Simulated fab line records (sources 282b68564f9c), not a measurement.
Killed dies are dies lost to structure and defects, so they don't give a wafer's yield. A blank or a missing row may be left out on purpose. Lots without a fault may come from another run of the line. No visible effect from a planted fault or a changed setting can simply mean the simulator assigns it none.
2 desks looking at one fault || flow rit_cmos || each desk has only its own numbers; what lay behind them comes last

== THE TOOL OWNER'S DESK: implanter-02 ==
RIT_NWELL_IMPLANT_08, tool's own readings: per-lot mean of the sampled wafers with a number, covering each lot this tool ran. If a lot's mean is further than 4 standard deviations from the usual mean, the lot is out of limits and carries the mark OUT (the distance appears in the brackets).
Columns: A = dose_ions_cm2 at RIT_NWELL_IMPLANT_08, usual 5.001e+13
{"lot": "L379", "first seen here": "day 2 23:16", "A": 4.998e+13}
{"lot": "L381", "first seen here": "day 3 11:24", "A": 5.004e+13}
{"lot": "L383", "first seen here": "day 3 23:17", "A": "4.805e+13 (-35) OUT"}
{"lot": "L384", "first seen here": "day 4 01:53", "A": "4.807e+13 (-35) OUT"}
{"lot": "L396", "first seen here": "day 6 19:16", "A": 5.008e+13}
This desk finds L383, L384 out of limits, L383 being first, at day 3 23:17 (dose_ions_cm2 at RIT_NWELL_IMPLANT_08). L379, L381, L396: within limits.

== METROLOGY DESK ==
What the gauges read for every lot (on any tool): the sampled wafers with a number, averaged. If a lot's mean is further than 4 standard deviations from the usual mean, the lot is out of limits and carries the mark OUT (the distance appears in the brackets).
Columns: A = NWELL_RS at RIT_WELLDRIVE_RS_MEAS_01, usual 275.6 ohm/sq; B = cd_nm at RIT_GATE_CD_MEAS_16, usual 150.1 nm; C = PSD_OVL at RIT_PSD_OVL_MEAS_06, usual 0.3 nm
{"lot": "L375", "first seen here": "day 2 10:40", "A": 275.8, "B": 149.3, "C": 3.2}
{"lot": "L376", "first seen here": "day 2 15:44", "A": 274.8, "B": 152.3, "C": 2.1}
{"lot": "L378", "first seen here": "day 3 04:08", "A": 275.2, "B": 149.1, "C": 0.4}
{"lot": "L379", "first seen here": "day 3 08:14", "A": 274.9, "B": 148.7, "C": -0.2}
{"lot": "L380", "first seen here": "day 3 15:49", "A": 274.7, "B": 146.5, "C": 0.4}
{"lot": "L381", "first seen here": "day 3 19:45", "A": 277.5, "B": 151.1, "C": 0.2}
{"lot": "L382", "first seen here": "day 3 22:11", "A": 276.2, "B": 151.4, "C": -2.1}
{"lot": "L383", "first seen here": "day 4 06:29", "A": "282.5 (+10) OUT", "B": 148.8, "C": 1.4}
{"lot": "L384", "first seen here": "day 4 10:11", "A": "282.4 (+10) OUT", "B": 150.3, "C": 0.1}
{"lot": "L385", "first seen here": "day 4 12:34", "A": 274.3, "B": 150.4, "C": -0.8}
{"lot": "L389", "first seen here": "day 5 10:29", "A": 275.2, "B": 150.9, "C": 2.0}
{"lot": "L392", "first seen here": "day 6 05:57", "A": 275.3, "B": 153.7, "C": 0.5}
{"lot": "L394", "first seen here": "day 6 19:44", "A": 275.7, "B": 149.9, "C": 1.3}
{"lot": "L396", "first seen here": "day 7 07:14", "A": 276.0, "B": 152.0, "C": 0.2}
This desk's result: L383, L384 out of limits, first on L383 (NWELL_RS at RIT_WELLDRIVE_RS_MEAS_01), day 4 06:29. L375, L376, L378, L379, L380, L381, L382, L385, L389, L392, L394, L396: within limits.

== TAKEN TOGETHER ==
The tool owner's desk could have raised an alarm at day 3 23:17, on L383, L384.
L383, L384 would have let the metrology desk raise an alarm at day 4 06:29.
The lots listed all ran RIT_NWELL_IMPLANT_08 on implanter-02.

== WHAT THE SIMULATOR HAD INSERTED ==
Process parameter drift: implanter-02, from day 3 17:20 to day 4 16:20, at RIT_NWELL_IMPLANT_08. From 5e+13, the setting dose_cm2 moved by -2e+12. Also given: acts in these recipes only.
Struck lots among those shown: L383, L384.
Time in hours from fault onset to the first out-of-limits reading at each desk: tool owner's desk 6, metrology desk 13.
